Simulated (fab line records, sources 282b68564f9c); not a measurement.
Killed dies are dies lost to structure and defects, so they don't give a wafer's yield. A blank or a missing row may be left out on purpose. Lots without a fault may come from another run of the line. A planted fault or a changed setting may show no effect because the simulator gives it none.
A struck lot beside a sound one | flow rit_cmos | 17 steps out of a route of 202
Sound: wafers L501.3, L501.5, L501.6. Struck: wafers L512.1, L512.5. The cause comes at the end.
At each step with rows: each side's tool, then ch and its chambers, then its first start. Under that, the readings that differ: sound wafers | struck wafers | difference of the means | sigmas: that difference in standard deviations of wafers without a fault.
alike: readings whose means differ by less than 2 such deviations, and words and numbers that are the same on both sides. not compared: withheld readings, readings that some wafer has no value for, bounds like >300 that may hide the same value, and numbers for which the record gives no deviation and whose values overlap.
The two part at a step that has a row with sigmas, a row that says differs or no value, or rows on one side only. Numbers that don't overlap but have no deviation are shown without sigmas and don't part them. A reading that every wafer of one side lacks parts them only if that side has two wafers or more.

RIT_M1_SPUTTER_00: material Al, target thk 400 nm, time 500 s.
  sound on pvd_sputter-02, day 5 06:51; struck on pvd_sputter-03, day 7 08:33
  alike: throttle_valve_pct
RIT_M1_RS_MEAS_01: measures by four-point-probe.
  sound on film_metro-01, day 5 07:11; struck on film_metro-03, day 7 08:51
  alike: M1_AL_RS
RIT_M1_THK_MEAS_02: measures by xrf.
  sound on film_metro-01, day 5 07:17; struck on film_metro-03, day 7 08:58
  alike: M1_AL_THK
then, 6 steps without rows for these wafers: RIT_M1_HMDS_03 (prime time 60 s); RIT_M1_COAT_04 (resist thk 1300 nm); RIT_M1_SOFTBAKE_05 (time 60 s); RIT_M1_EXPOSE_06 (exposes mask M12, target cd 2600 nm); RIT_M1_PEB_07; RIT_M1_DEVELOP_08 (develop time 68 s).
RIT_M1_CD_MEAS_09: target cd 2600 nm.
  sound on cd_sem-01, day 5 08:14; struck on cd_sem-02, day 7 09:55
  reading    | sound                | struck        | difference | sigmas
  cd_nm (nm) | 2605.0 2604.5 2606.1 | 2598.7 2600.2 | -5.8       | -2
RIT_M1_OVL_MEAS_10:
  sound on overlay-02, day 5 08:20; struck on overlay-01, day 7 10:02
  alike: M1_OVL
then, 1 step without rows for these wafers: RIT_M1_HARDBAKE_11 (time 120 s).
RIT_M1_METAL_ETCH_12: etches Al in Cl2/BCl3, stops on SiO2, time 165 s, target depth 600 nm.
  sound on rie_metal-01 ch 0,1, day 5 08:40; struck on rie_metal-03 ch 0, day 7 10:19
  reading                                 | sound             | struck      | difference | sigmas
  oes_product_au (a.u.)                   | 0.773 0.775 0.774 | 0.970 0.976 | +0.199     | +20
  run_length_s (s)                        | 192.6 192.8 193.0 | 99.4 99.7   | -93.2      | -99 or more
  throttle_valve_pct (%)                  | 8.37 8.36 8.35    | 8.09 8.07   | -0.28      | -3
  model.NOVOLAK_of_M1_COAT_04.thk_nm (nm) | 803.4 802.9 820.4 | 996.4 999.6 | +189.1     |
  model.M1.feature_depth_nm (nm)          | 434.7 437.2 429.9 | 253.2 253.3 | -180.7     |
  model.etch.depth_nm (nm)                | 401.4 404 398.1   | 253.2 253.3 | -147.9     |
  alike: drypump_motor_current_A
  not compared: rf_hours_counter_h
then, 1 step without rows for these wafers: RIT_M1_STRIP_13 (strips in nmp, time 600 s).
RIT_M1_STRIP_14: strips in O2, time 180 s.
  sound on plasma_asher-01 ch 0,1, day 5 09:00; struck on plasma_asher-02 ch 1, day 7 10:39
  alike: drypump_motor_current_A
  not compared: rf_hours_counter_h
RIT_M1_CD_MEAS_90: target cd 2600 nm.
  sound on cd_sem-01, day 5 09:10; struck on cd_sem-02, day 7 11:07
  reading    | sound                | struck        | difference | sigmas
  cd_nm (nm) | 2602.4 2601.3 2606.5 | 2612.7 2612.5 | +9.2       | +3
  not compared: hold
RIT_M1_PROBE_99:
  sound on prober-02, day 5 10:58; struck on prober-01, day 7 14:37
  reading                  | sound             | struck                                            | difference                   | sigmas
  hold                     | - - -             | await_dispo/3.3h/release await_dispo/3.3h/release | no value on the sound wafers |
  defect_limited_yield (%) | 97.3 98.1 98.5    | 0 0                                               | -98                          | -89
  killed_at_M0_to_M3       | 0 0 0             | 260 257                                           | +258                         | +99 or more
  killed_dies              | 7 5 4             | 264 264                                           | +259                         | +86
  killed_on_rim            | 1 0 0             | 70 70                                             | +70                          | +46
  sort_bin_5_function (%)  | 1.5 0.8 0.4       | 98.9 98.5                                         | +97.8                        | +99 or more
  sort_n_pass              | 257.0 259.0 260.0 | 0 0                                               | -259                         | -86
  sort_yield_pct (%)       | 97.3 98.1 98.5    | 0 0                                               | -98                          | -89
  alike: killed_at_front_end, killed_open, killed_short, sort_bin_3_pad_short, sort_bin_6_memory

WHERE THEY PART
First at RIT_M1_CD_MEAS_09; last, within this record, at RIT_M1_PROBE_99.

WHY: what the simulator had put in
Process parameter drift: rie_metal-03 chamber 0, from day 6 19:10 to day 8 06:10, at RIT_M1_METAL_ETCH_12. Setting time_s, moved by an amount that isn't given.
